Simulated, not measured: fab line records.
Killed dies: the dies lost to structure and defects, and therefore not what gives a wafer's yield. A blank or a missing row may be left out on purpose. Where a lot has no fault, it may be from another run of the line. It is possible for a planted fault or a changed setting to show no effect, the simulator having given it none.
Lot-split experiment ; flow berkeley_cmos170 ; 23 wafers read from 5 lots, route of 331 steps

ON THE SPLIT
At UCB170_PSD_COAT_01 (resist thk 900 nm), the setting resist_thk_nm was moved away from the recipe's 900 nm on 7 of the 23 wafers read, by -5.8% to +2.8%. For the rest of the wafers, this setting stayed at what the recipe calls for.

Reading taken at the split's own step.

THE READING
KrF_of_PSD_COAT_01.thk_nm (the simulator's own value, which no gauge read), in nm, at UCB170_PSD_COAT_01 (resist thk 900 nm). No usual value for it is given in the file. Here, 16 wafers ran the recipe; their average is 901.0 nm with a standard deviation of 2.7 nm.

wafer;tool, chamber at the split;resist_thk_nm as run, nm;against the recipe;KrF_of_PSD_COAT_01.thk_nm, nm;against lot-mates on the recipe
L075.1;litho_track-01, 0;900;recipe;903.5;-
L075.2;litho_track-01, 0;900;recipe;903.7;-
L075.4;litho_track-01, 0;847.6;-5.8%;852.1;-51.6
L075.5;litho_track-01, 0;900;recipe;903.9;-
L075.6;litho_track-01, 0;847.6;-5.8%;850.4;-53.3
L080.1;litho_track-02, 0;900;recipe;903.6;-
L080.5;litho_track-02, 0;900;recipe;904;-
L080.6;litho_track-02, 0;900;recipe;903.2;-
L076.1;litho_track-01, 0;925;+2.8%;925.8;+28.7
L076.2;litho_track-01, 0;925;+2.8%;924.5;+27.4
L076.3;litho_track-01, 0;900;recipe;899.5;-
L076.5;litho_track-01, 0;900;recipe;893.8;-
L076.6;litho_track-01, 0;900;recipe;898.1;-
L079.1;litho_track-04, 0;900;recipe;898.3;-
L079.2;litho_track-04, 0;900;recipe;900.7;-
L079.3;litho_track-04, 0;900;recipe;900.6;-
L079.5;litho_track-04, 0;900;recipe;900.1;-
L079.6;litho_track-04, 0;900;recipe;899.4;-
L084.1;litho_track-01, 0;900;recipe;901.4;-
L084.2;litho_track-01, 0;866.6;-3.7%;869.3;-32.8
L084.3;litho_track-01, 0;866.6;-3.7%;868.5;-33.5
L084.4;litho_track-01, 0;866.6;-3.7%;869.5;-32.5
L084.6;litho_track-01, 0;900;recipe;902.7;-

FIT RESULTS
A straight line over all 23 wafers: KrF_of_PSD_COAT_01.thk_nm changes by +8.59 nm for each +1% of resist_thk_nm; r = +0.99; the points scatter about the line by 2.4 nm.
The same after taking each lot's own level away (the mean of its wafers on the recipe; 23 wafers): +9.16 nm for each +1%; r = +1.00; scatter 1.4 nm.
According to that fit, moving resist_thk_nm by its largest amount changes the reading by 53 nm.
The span of the lots' own levels, 897.13 to 903.70 nm, comes to 2.4 times the standard deviation stated above.
So the lot-to-lot level changes the slope little: the two slopes agree.
Check: with one of the wafers moved furthest among these (-5.8%) left out of the fit, the line predicts -53.4 nm for it against its lot-mates. It came out at -51.6 nm against them.

THE WHOLE CHAIN: every reading that the file lists as answering this split, in the file's order
step;what it does;reading;change (the file's fit);r (the file's)
UCB170_PSD_COAT_01;resist thk 900 nm;KrF_of_PSD_COAT_01.thk_nm (the simulator's own value, which no gauge read);+9.13 nm for each +1% of the setting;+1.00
UCB170_PSD_STRIP_09;strips in O2;strip_time_to_endpoint_s;withheld for each +1% of the setting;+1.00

THE FILE'S OWN FIT
KrF_of_PSD_COAT_01.thk_nm changes by +9.13 nm for each +1% of resist_thk_nm, r = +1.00.
